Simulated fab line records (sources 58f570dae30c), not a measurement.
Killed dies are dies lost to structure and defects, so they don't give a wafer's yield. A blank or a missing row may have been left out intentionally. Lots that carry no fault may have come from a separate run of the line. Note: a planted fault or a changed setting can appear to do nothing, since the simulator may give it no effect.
A lot that was struck, set against a sound lot | flow berkeleyCmos170 | 44 out of 331 route steps
Sound: the wafers L794.1, L794.2, L794.3. Wafers struck: L800.2, L800.3, L800.5. The cause is named last.
Each step with rows lists, per side, the tool, then ch with its chambers, then its first start. Under that, the readings that differ: sound wafers | struck wafers | difference of the means | sigmas: that difference in standard deviations of wafers without a fault.
alike: same words and numbers on both sides, and readings whose means sit less than 2 such deviations apart. not compared: any withheld reading, any reading some wafer has no value for, any bound like >300 that may hide the same value, and any number with overlapping values for which the record gives no deviation.
A row with sigmas, a row that says differs or no value, or rows on one side alone: a step with any of these is where the two part. Numbers that have no deviation but don't overlap get no sigmas and don't part them. A reading that every wafer of one side lacks parts them only if that side has two wafers or more.

first, 3 steps without rows for these wafers: UCB170_PVT_EXPOSE_03 (exposes mask NWELL, target cd 3000 nm); UCB170_PVT_PEB_04; UCB170_PVT_DEVELOP_05 (develop time 45 s).
UCB170_PVT_OVL_MEAS_06:
  sound: overlay-01 at day 7 07:10; struck: overlay-01 at day 8 11:45
  alike: PVT_OVL
following that, these wafers have no rows for 1 step: UCB170_PVT_IMPLANT_07.
UCB170_PVT_STRIP_08: strips in O2.
  sound on plasmaAsher-03 ch 0,1, day 7 07:20; struck on plasmaAsher-01 ch 0,1, day 8 11:56
  alike: drypumpMotorCurrentA, oesProductAu, stripTimeToEndpointS
  not compared: rfHoursCounterH
UCB170_PVT_TW_MEAS_09:
  sound: filmMetro-01 at day 7 07:26; struck: filmMetro-02 at day 8 12:02
  alike: PVT_TW
then, 1 step without rows for these wafers: UCB170_GATE_WET_ETCH_00 (etches SiO2 in dHF, time 200 s).
UCB170_FIELD_THK_MEAS_91:
  sound: filmMetro-04 at day 7 07:34; struck: filmMetro-04 at day 8 12:10
  alike: FIELD_OXIDE_LEFT_2_THK
then, 1 step without rows for these wafers: UCB170_GATE_OXIDATION_01 (target thk 6.6 nm, ox time 1800 s).
UCB170_GATE_THK_MEAS_02:
  sound: filmMetro-03 at day 7 09:50; struck: filmMetro-02 at day 8 18:10
  alike: GATE_OXIDE_THK
then, 1 step without rows for these wafers: UCB170_GATE_ANNEAL_03 (time 1800 s).
UCB170_GATE_CVD_04: deposits poly-Si from SiH4, time 1501 s, target thk 214 nm.
  sound on lpcvd-02 ch 0, day 7 13:56; struck on lpcvd-01 ch 1, day 9 01:35
reading                                 | sound             | struck            | difference | sigmas
sih4FlowSccm (sccm)                     | 119.9 119.5 119.6 | 143.7 144.2 144.1 | +24.3      | +64
model.poly-Si_of_GATE_CVD_04.thkNm (nm) | 221.5 223.4 221.6 | 271 272 270.1     | +49        | 
UCB170_GATE_THK_MEAS_05:
  sound: filmMetro-04 at day 7 15:20; struck: filmMetro-03 at day 9 02:59
reading            | sound             | struck            | difference | sigmas
GATE_POLY_THK (nm) | 221.5 223.4 221.7 | 271.1 271.9 269.9 | +48.8      | +20
then, 6 steps without rows for these wafers: UCB170_GATE_COAT_06; UCB170_GATE_COAT_07 (resist thk 900 nm); UCB170_GATE_SOFTBAKE_08 (time 60 s); UCB170_GATE_EXPOSE_09 (exposes mask POLY, target cd 350 nm); UCB170_GATE_PEB_10; UCB170_GATE_DEVELOP_11 (develop time 45 s).
UCB170_GATE_CD_MEAS_12: target cd 350 nm.
  sound: cdSem-02 at day 7 17:04; struck: cdSem-01 at day 9 03:54
  alike: cdNm
UCB170_GATE_OVL_MEAS_13:
  sound: overlay-01 at day 7 17:11; struck: overlay-01 at day 9 04:01
reading       | sound    | struck | difference | sigmas
GATE_OVL (nm) | -9 -7 -7 | 9 4 1  | +12        | +3
UCB170_GATE_ETCH_14: etches BARC in N2/H2.
  sound on rieDiel-01 ch 1,2,3, day 7 17:13; struck on rieDiel-01 ch 2,3, day 9 04:02
  alike: drypumpMotorCurrentA, oesProductAu, throttleValvePct
UCB170_GATE_ETCH_15: etches poly-Si in HBr/Cl2, stops on SiO2, time 56.3 s, target depth 278.2 nm.
  sound on rieSi-02 ch 0,1,2, day 7 17:15; struck on rieSi-02 ch 1,2,3, day 9 04:06
reading                        | sound             | struck            | difference | sigmas
oesProductAu (a.u.)            | 0.835 0.833 0.859 | 0.957 0.941 0.980 | +0.117     | +6
model.etch.depthNm (nm)        | 221.5 223.4 221.6 | 271 272 270.1     | +49        | 
model.GATE.featureDepthNm (nm) | 221.6 223.4 221.6 | 271 272 270.1     | +49        | 
  alike: drypumpMotorCurrentA, throttleValvePct
  not compared: rfHoursCounterH
UCB170_GATE_STRIP_16: strips in O2.
  sound on plasmaAsher-04 ch 0,1, day 7 17:18; struck on plasmaAsher-03 ch 0,1, day 9 04:09
  alike: drypumpMotorCurrentA, oesProductAu
  not compared: rfHoursCounterH
UCB170_GATE_CD_MEAS_90: target cd 350 nm.
  sound: cdSem-02 at day 7 17:24; struck: cdSem-01 at day 9 04:16
  alike: cdNm
then, 7 steps without rows for these wafers: UCB170_GATE_CLEAN_17 (cleans in SPM, time 600 s); UCB170_PLDD_HMDS_00 (prime time 60 s); UCB170_PLDD_COAT_01 (resist thk 900 nm); UCB170_PLDD_SOFTBAKE_02 (time 60 s); UCB170_PLDD_EXPOSE_03 (exposes mask PSELECT, target cd 1200 nm); UCB170_PLDD_PEB_04; UCB170_PLDD_DEVELOP_05 (develop time 45 s).
UCB170_PLDD_CD_MEAS_06: target cd 1200 nm.
  sound: cdSem-02 at day 7 18:52; struck: cdSem-02 at day 9 05:44
  alike: cdNm
UCB170_PLDD_OVL_MEAS_07:
  sound: overlay-02 at day 7 18:59; struck: overlay-01 at day 9 05:51
  alike: PLDD_OVL
then, 2 steps without rows for these wafers: UCB170_PLDD_IMPLANT_08; UCB170_PLDD_IMPLANT_09.
UCB170_PLDD_STRIP_10: strips in O2.
  sound on plasmaAsher-01 ch 0,1, day 7 19:20; struck on plasmaAsher-01 ch 0,1, day 9 06:11
  alike: drypumpMotorCurrentA, oesProductAu, stripTimeToEndpointS
  not compared: rfHoursCounterH
UCB170_PLDD_TW_MEAS_11:
  sound: filmMetro-01 at day 7 19:26; struck: filmMetro-04 at day 9 06:17
  alike: PLDD_TW
then, 3 steps without rows for these wafers: UCB170_PLDD_CLEAN_12 (cleans in SPM, time 600 s); UCB170_NLDD_HMDS_00 (prime time 60 s); UCB170_NLDD_COAT_01 (resist thk 900 nm).
UCB170_SILICIDE_PRE_CLEAN_00: preclean etch time 60 s.
  sound: pvdSputter-04 at day 8 04:43; struck: pvdSputter-03 at day 10 01:33
reading                                 | sound             | struck            | difference | sigmas
model.poly-Si_of_GATE_CVD_04.thkNm (nm) | 214.6 216.6 214.8 | 264.1 265.1 263.3 | +48.8      | 
UCB170_M3_PROBE_99:
  sound: prober-02 at day 9 03:12; struck: prober-01 at day 11 02:43
reading                                 | sound                        | struck                        | difference | sigmas
model.etest.contactPpoly.endOhmUm       | 243.8 269.4 253.4            | 275.5 281.4 293.4             | +27.9      | 
model.etest.pldd.rsOhmSq                | 1135 1139 1129               | 1185 1179 1162                | +41        | 
model.etest.contactNpoly.endOhmUm       | 64.46 66.92 66.72            | 83.49 80.49 84.35             | +16.74     | 
model.etest.nldd.rsOhmSq                | 784.5 782.4 785              | 796.4 797.1 794.2             | +11.9      | 
model.etest.polyCombOverSteps.overLimit | 0 0 0                        | 1 1 1                         | +1         | 
model.etest.pmos_0p35.isubLog10AUm      | -8.215 -8.231 -8.319         | -8.378 -8.464 -8.371          | -0.149     | 
model.etest.antennaPoly.vtShiftV (V)    | -0.01021 -0.006019 -0.009396 | -0.000989 -0.004874 -0.004426 | +0.005112  | 

WHERE THEY PART
First at UCB170_GATE_CVD_04; last, within this record, at UCB170_GATE_ETCH_15. Later steps at which nothing parts them and some readings are alike: UCB170_GATE_STRIP_16, UCB170_GATE_CD_MEAS_90, UCB170_PLDD_CD_MEAS_06, UCB170_PLDD_OVL_MEAS_07, UCB170_PLDD_STRIP_10, UCB170_PLDD_TW_MEAS_11.

WHY: whatever the simulator had introduced
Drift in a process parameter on lpcvd-01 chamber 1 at UCB170_GATE_CVD_04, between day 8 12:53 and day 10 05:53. Setting sih4FlowSccm, moved by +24, from 120. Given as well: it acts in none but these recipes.
